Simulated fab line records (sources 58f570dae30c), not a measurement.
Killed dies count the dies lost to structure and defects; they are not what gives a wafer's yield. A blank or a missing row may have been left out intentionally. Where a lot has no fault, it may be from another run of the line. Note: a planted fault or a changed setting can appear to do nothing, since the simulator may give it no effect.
Which of the tools did it?    flow berkeley_cmos170    42 wafers from 14 lots sampled at 5 of the route's 331 steps

WHAT THE GAUGES SHOWED, per wafer
UCB170_WELLDRIVE_THK_MEAS_02.
lot   measured     on             WELLDRIVE_OXIDE_THK (nm)
L644  day 3 16:04  film_metro-03  198 201 199
L645  day 4 10:25  film_metro-04  200 197 200
L646  day 4 10:25  film_metro-03  199 204 202
L647  day 4 22:11  film_metro-01  201 205 203
L652  day 5 21:53  film_metro-03  153 152 155
L653  day 5 21:52  film_metro-04  152 153 156
L657  day 6 19:25  film_metro-01  195 194 197
L658  day 7 02:22  film_metro-01  199 201 200
L659  day 7 02:22  film_metro-04  195 193 194
L663  day 8 00:16  film_metro-01  192 194 194
L664  day 8 00:14  film_metro-03  196 199 199
L665  day 8 17:47  film_metro-04  197 202 198
L666  day 8 17:47  film_metro-03  193 197 196
L667  day 8 17:47  film_metro-01  200 202 203

UCB170_ACTIVE_THK_MEAS_03.
lot   measured     on             ACTIVE_OXIDE_THK (nm)
L644  day 4 06:55  film_metro-04  25.8 26.9 26.7
L645  day 4 20:32  film_metro-02  26.4 27.0 26.7
L646  day 4 20:32  film_metro-03  26.5 26.6 26.5
L647  day 5 11:34  film_metro-03  25.9 25.9 26.2
L652  day 6 11:24  film_metro-02  25.9 26.0 25.8
L653  day 6 11:23  film_metro-04  25.9 26.0 25.8
L657  day 7 09:14  film_metro-03  25.6 25.5 25.6
L658  day 7 09:14  film_metro-04  26.6 26.8 26.5
L659  day 7 09:14  film_metro-02  26.6 26.7 26.6
L663  day 8 12:19  film_metro-03  26.2 26.3 26.7
L664  day 8 12:18  film_metro-02  26.7 26.8 27.1
L665  day 9 06:55  film_metro-03  26.4 25.6 26.4
L666  day 9 06:56  film_metro-02  27.1 27.0 26.6
L667  day 9 06:55  film_metro-04  26.6 26.6 27.0

UCB170_PFIELD_OVL_MEAS_06.
lot   measured     on          PFIELD_OVL (nm)
L644  day 4 20:18  overlay-02  4 0 0
L645  day 5 09:20  overlay-01  9 10 5
L646  day 5 09:29  overlay-01  -1 -1 5
L647  day 6 01:23  overlay-02  0 3 -3
L652  day 6 22:06  overlay-01  5 6 10
L653  day 6 22:39  overlay-01  -6 3 -2
L657  day 7 20:07  overlay-01  4 1 1
L658  day 7 20:43  overlay-01  8 5 3
L659  day 7 20:59  overlay-02  2 4 2
L663  day 9 01:20  overlay-02  -2 -2 -6
L664  day 9 01:03  overlay-01  -2 1 9
L665  day 9 18:41  overlay-02  -3 -10 -4
L666  day 9 18:47  overlay-01  7 4 -2
L667  day 9 18:28  overlay-01  -1 -2 -2

UCB170_PFIELD_TW_MEAS_09.
lot   measured     on             PFIELD_TW
L644  day 4 20:35  film_metro-01  597.2 600.0 597.7
L645  day 5 09:37  film_metro-02  605.6 602.1 603.7
L646  day 5 09:47  film_metro-03  601.3 600.6 599.8
L647  day 6 01:40  film_metro-03  597.9 597.0 598.2
L652  day 6 22:23  film_metro-02  603.1 606.9 608.1
L653  day 6 22:56  film_metro-01  601.4 600.8 599.9
L657  day 7 20:24  film_metro-01  598.7 595.5 598.6
L658  day 7 21:00  film_metro-03  598.3 599.8 600.9
L659  day 7 21:16  film_metro-01  596.6 598.4 599.1
L663  day 9 01:38  film_metro-02  604.2 604.6 601.0
L664  day 9 01:20  film_metro-01  595.5 598.5 597.7
L665  day 9 18:59  film_metro-03  599.4 602.8 602.0
L666  day 9 19:05  film_metro-03  598.5 602.1 600.9
L667  day 9 18:46  film_metro-01  596.9 598.9 598.8

WHICH TOOL RAN EACH LOT (tool, then ch and the chambers of the sampled wafers, then the start)
lot   UCB170_WELLDRIVE_OXIDATION_01
L644  furnace-02 ch 0, day 3 12:27
L645  furnace-01 ch 0, day 4 06:55
L646  furnace-01 ch 0, day 4 06:55
L647  furnace-04 ch 0, day 4 18:41
L652  furnace-01 ch 0, day 5 18:22
L653  furnace-01 ch 0, day 5 18:22
L657  furnace-04 ch 0, day 6 15:55
L658  furnace-02 ch 0, day 6 22:52
L659  furnace-02 ch 0, day 6 22:52
L663  furnace-04 ch 0, day 7 20:44
L664  furnace-04 ch 0, day 7 20:44
L665  furnace-04 ch 0, day 8 14:16
L666  furnace-04 ch 0, day 8 14:16
L667  furnace-04 ch 0, day 8 14:16
- UCB170_WELLDRIVE_OXIDATION_01: target thk 199 nm, ox time 9000 s.

WHAT THE TOOLS THEMSELVES READ (means of the sampled wafers that have a number; where no wafer has one, the mark that the record gives instead)
UCB170_WELLDRIVE_OXIDATION_01.
lot   tool        ox_temp_c_max
L644  furnace-02  1107.5
L645  furnace-01  1107.6
L646  furnace-01  1109.5
L647  furnace-04  1105.0
L652  furnace-01  1108.2
L653  furnace-01  1107.0
L657  furnace-04  1105.3
L658  furnace-02  1105.4
L659  furnace-02  1106.3
L663  furnace-04  1105.4
L664  furnace-04  1105.1
L665  furnace-04  1105.3
L666  furnace-04  1104.1
L667  furnace-04  1105.0

THE ANSWER, worked out from the rows above alone
Rule: the usual values come from the lots themselves. Put in order of their means at a reading, lots are off if they are a third of the lots or fewer, leave a main group of 4 or more, and stand apart from it by a gap of 3 or more times the standard deviation of the main group's means; of several such gaps the widest counts. A main group is skipped when, at the precision printed for the reading in the tables above, its means are all equal. A lot without any number at a reading at which 4 lots or more have one is off too. Where the step has rows for the other lots, those lots are counted as sound. First the gauges in route order, then the tools' own readings, where a lot's mean is used as printed above. At the first step where some lot is off, the reading lying furthest off is the one used; lots without a number count as furthest.
Off: L652, L653, seen at UCB170_WELLDRIVE_THK_MEAS_02 (WELLDRIVE_OXIDE_THK). The main group: mean 198 nm, standard deviation 3.
A tool fits if, at a process step before that reading, it ran every lot that is off, and no sound lot after the first of them. Gauges at UCB170_WELLDRIVE_THK_MEAS_02: tried the same way as those tools. One fits: furnace-01 at UCB170_WELLDRIVE_OXIDATION_01. Its last sound lot is L645 (day 4 06:55), its first lot that is off L652 (day 5 18:22): a fault that began between those two fits.

WHAT WAS PUT IN BY THE SIMULATOR
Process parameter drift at UCB170_WELLDRIVE_OXIDATION_01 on furnace-01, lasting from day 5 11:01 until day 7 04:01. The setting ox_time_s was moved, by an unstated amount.
Struck lots among those shown: L653, L652. The rule above reached the same finding.
